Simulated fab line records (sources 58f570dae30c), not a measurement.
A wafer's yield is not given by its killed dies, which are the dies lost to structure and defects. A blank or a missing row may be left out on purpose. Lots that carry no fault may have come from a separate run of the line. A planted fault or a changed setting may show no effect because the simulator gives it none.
Lot-split experiment ; flow berkeley cmos170 ; 23 wafers read across 5 lots, on a route 331 steps long

## THE SPLIT ITSELF
At UCB170_CONTACT_ETCH_17 (etches BARC in N2/H2), the setting source w was moved away from the recipe's 500 W on 7 of the 23 wafers read, by -10.2% to +10.8%. For the rest of the wafers, this setting stayed at what the recipe calls for.

Reading taken at the split's own step.

## THE READING
oes product au, in a.u., at UCB170_CONTACT_ETCH_17 (etches BARC in N2/H2). A value of 0.991 a.u. with a standard deviation of 0.018 a.u. is what fault-free wafers of this fab line usually give.

wafer;tool, chamber at the split;source w as run, W;against the recipe;oes product au, a.u.;against lot-mates on the recipe
L077.1;rie diel-01, 1;500;recipe;0.965;-
L077.2;rie diel-01, 0;500;recipe;0.954;-
L077.4;rie diel-01, 1;500;recipe;0.970;-
L077.5;rie diel-01, 3;500;recipe;0.990;-
L077.6;rie diel-01, 0;500;recipe;0.964;-
L080.1;rie diel-04, 2;449.1;-10.2%;0.957;-0.047
L080.2;rie diel-04, 3;500;recipe;0.992;-
L080.4;rie diel-04, 0;449.1;-10.2%;0.938;-0.066
L080.5;rie diel-04, 2;500;recipe;1.016;-
L080.6;rie diel-04, 3;449.1;-10.2%;0.933;-0.071
L082.1;rie diel-04, 1;500;recipe;0.985;-
L082.3;rie diel-04, 2;554;+10.8%;1.067;+0.076
L082.4;rie diel-04, 3;554;+10.8%;1.044;+0.053
L082.5;rie diel-04, 3;500;recipe;0.995;-
L082.6;rie diel-04, 0;500;recipe;0.993;-
L085.1;rie diel-04, 1;500;recipe;0.976;-
L085.2;rie diel-04, 3;472.8;-5.4%;0.951;-0.027
L085.3;rie diel-04, 2;472.8;-5.4%;0.974;-0.004
L085.4;rie diel-04, 0;500;recipe;0.988;-
L085.5;rie diel-04, 3;500;recipe;0.970;-
L084.1;rie diel-01, 0;500;recipe;0.963;-
L084.5;rie diel-01, 3;500;recipe;0.984;-
L084.6;rie diel-01, 0;500;recipe;0.959;-

THE FIT
A straight line over all 23 wafers: oes product au changes by +0.00503 a.u. for each +1% of source w; r = +0.84; the points scatter about the line by 0.017 a.u.
The same after taking each lot's own level away (the mean of its wafers on the recipe; 23 wafers): +0.00573 a.u. for each +1%; r = +0.93; scatter 0.012 a.u.
The reading moves by 0.062 a.u. for the largest change in source w, on that fit.
Across the lots, their own levels run from 0.9686 to 1.0040 a.u., a range of 2.0 times the standard deviation given above.
So the slope is not independent of the lot-to-lot level: the two fits are not the same.
Check: for one of the wafers moved furthest among these (+10.8%), held out of the fit, the line's prediction against its lot-mates is +0.0582 a.u. It came out at +0.076 a.u. against them.
Tool readings at the split's step, against how far the setting was moved: oes product au r = +0.84.

## OTHER SPLITS ON THESE WAFERS
Note: prior to the reading, these wafers also went through further splits. Each is held against what the fit with the lots' levels taken away leaves over:
other split on the same wafers;wafers away from the commonest value;r with oes product au (lot level and that fit taken away)
UCB170_NWELL_IMPLANT_14 dose cm2;11;-0.11
UCB170_ACTIVE_COAT_08 resist thk nm;7;+0.11
UCB170_GATE_EXPOSE_09 dose mj;8;-0.09
UCB170_GATE_DEVELOP_11 dev temp c;9;-0.03
UCB170_PLDD_IMPLANT_09 dose cm2;9;+0.07
UCB170_NLDD_IMPLANT_09 dose cm2;6;-0.31
UCB170_PSD_PEB_04 peb temp c;9;+0.33
UCB170_CONTACT_PEB_13 peb temp c;8;+0.12

## THE FILE'S OWN FIT
oes product au changes by +0.00562 a.u. for each +1% of source w, r = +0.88.
